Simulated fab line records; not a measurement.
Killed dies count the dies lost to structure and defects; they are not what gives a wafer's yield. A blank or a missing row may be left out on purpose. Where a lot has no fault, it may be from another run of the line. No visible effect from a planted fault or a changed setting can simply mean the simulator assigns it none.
Which of the tools did it? | flow ritCmos | 16 lots, 48 wafers sampled, at 2 steps of a route of 202

== WHAT EACH GAUGE READ, for each wafer ==
RIT_CONTACT_OVL_MEAS_09. Usual: for CONTACT_OVL the level is -0.1 nm and the standard deviation is 1.4.
lot  | measured    | on         | CONTACT_OVL (nm) | flag
L701 | day 3 09:43 | overlay-01 | 0.9 1.8 2.5      | 
L702 | day 3 18:59 | overlay-02 | -1.3 -1.9 -3.5   | 
L704 | day 4 00:23 | overlay-02 | -1.0 -1.3 -0.9   | 
L705 | day 4 08:23 | overlay-01 | 1.6 1.4 0.4      | 
L708 | day 4 22:08 | overlay-01 | 1.2 1.5 2.3      | 
L709 | day 5 01:18 | overlay-01 | -2.6 0.0 0.6     | 
L710 | day 5 05:23 | overlay-01 | 1.0 -0.4 1.2     | 
L711 | day 5 14:31 | overlay-02 | 0.6 2.0 0.4      | 
L712 | day 5 18:49 | overlay-01 | 1.2 -0.9 -1.6    | 
L714 | day 6 04:07 | overlay-01 | -0.3 1.3 0.7     | 
L717 | day 6 15:38 | overlay-02 | -1.8 -2.0 -0.8   | 
L718 | day 7 03:27 | overlay-02 | -1.1 -1.3 -0.6   | 
L719 | day 7 04:58 | overlay-02 | 4.1 3.3 5.3      | OFF
L720 | day 7 07:15 | overlay-02 | 4.0 4.0 5.4      | OFF
L721 | day 7 13:01 | overlay-01 | 7.0 6.1 6.7      | OFF
L722 | day 7 18:47 | overlay-02 | 6.1 5.3 4.0      | OFF

== EACH LOT AND THE TOOL THAT RAN IT (in order: tool; ch and the chambers of the sampled wafers; start) ==
lot  | RIT_CONTACT_EXPOSE_05
L701 | ilineStepper-02 ch 0, day 3 08:58
L702 | ilineStepper-01 ch 0, day 3 18:22
L704 | ilineStepper-01 ch 0, day 3 23:45
L705 | ilineStepper-02 ch 0, day 4 07:45
L708 | ilineStepper-02 ch 0, day 4 21:30
L709 | ilineStepper-02 ch 0, day 5 00:37
L710 | ilineStepper-01 ch 0, day 5 04:46
L711 | ilineStepper-01 ch 0, day 5 13:54
L712 | ilineStepper-02 ch 0, day 5 18:11
L714 | ilineStepper-02 ch 0, day 6 03:31
L717 | ilineStepper-01 ch 0, day 6 15:02
L718 | ilineStepper-02 ch 0, day 7 02:49
L719 | ilineStepper-01 ch 0, day 7 04:20
L720 | ilineStepper-01 ch 0, day 7 06:28
L721 | ilineStepper-01 ch 0, day 7 12:23
L722 | ilineStepper-01 ch 0, day 7 18:09
- RIT_CONTACT_EXPOSE_05: exposes mask M11, target cd 1000 nm.

== WHAT THE TOOLS THEMSELVES READ (means of the sampled wafers that have a number; where no wafer has one, the mark that the record gives instead) ==
RIT_CONTACT_EXPOSE_05. Usual: reticleTempC 22.99 C, standard deviation 0.099.
lot  | tool            | reticleTempC (C) | flag
L701 | ilineStepper-02 | 22.98            | 
L702 | ilineStepper-01 | 23.00            | 
L704 | ilineStepper-01 | 22.99            | 
L705 | ilineStepper-02 | 22.93            | 
L708 | ilineStepper-02 | 22.87            | 
L709 | ilineStepper-02 | 23.05            | 
L710 | ilineStepper-01 | 23.07            | 
L711 | ilineStepper-01 | 23.16            | 
L712 | ilineStepper-02 | 22.86            | 
L714 | ilineStepper-02 | 22.96            | 
L717 | ilineStepper-01 | 22.91            | 
L718 | ilineStepper-02 | 22.98            | 
L719 | ilineStepper-01 | 23.09            | 
L720 | ilineStepper-01 | 23.06            | 
L721 | ilineStepper-01 | 23.07            | 
L722 | ilineStepper-01 | 23.08            | 

== THE ANSWER, worked out from the rows above alone ==
Rule: lot off if the mean of its wafers having a number is beyond 3 standard deviations from the usual mean. Also off: a lot with no number at a reading for which 4 or more lots have one. The other lots that the step has rows for count as sound. Order of review: gauges by route order, followed by the tools' own readings, for which a lot's mean as printed above is used. The first step at which some lot is off is used, and at that step the reading that is off furthest; a lot without a number counts as furthest.
Off: L719, L720, L721, L722, seen at RIT_CONTACT_OVL_MEAS_09 (CONTACT_OVL).
A tool fits if, at a process step before that reading, it ran every lot that is off, and no sound lot after the first of them. Gauges at RIT_CONTACT_OVL_MEAS_09: tried the same way as those tools. One fits: RIT_CONTACT_EXPOSE_05 on ilineStepper-01. A fault onset in the window from L717 (day 6 15:02, its last sound lot) to L719 (day 7 04:20, its first lot off) fits.

== WHAT THE SIMULATOR HAD INSERTED ==
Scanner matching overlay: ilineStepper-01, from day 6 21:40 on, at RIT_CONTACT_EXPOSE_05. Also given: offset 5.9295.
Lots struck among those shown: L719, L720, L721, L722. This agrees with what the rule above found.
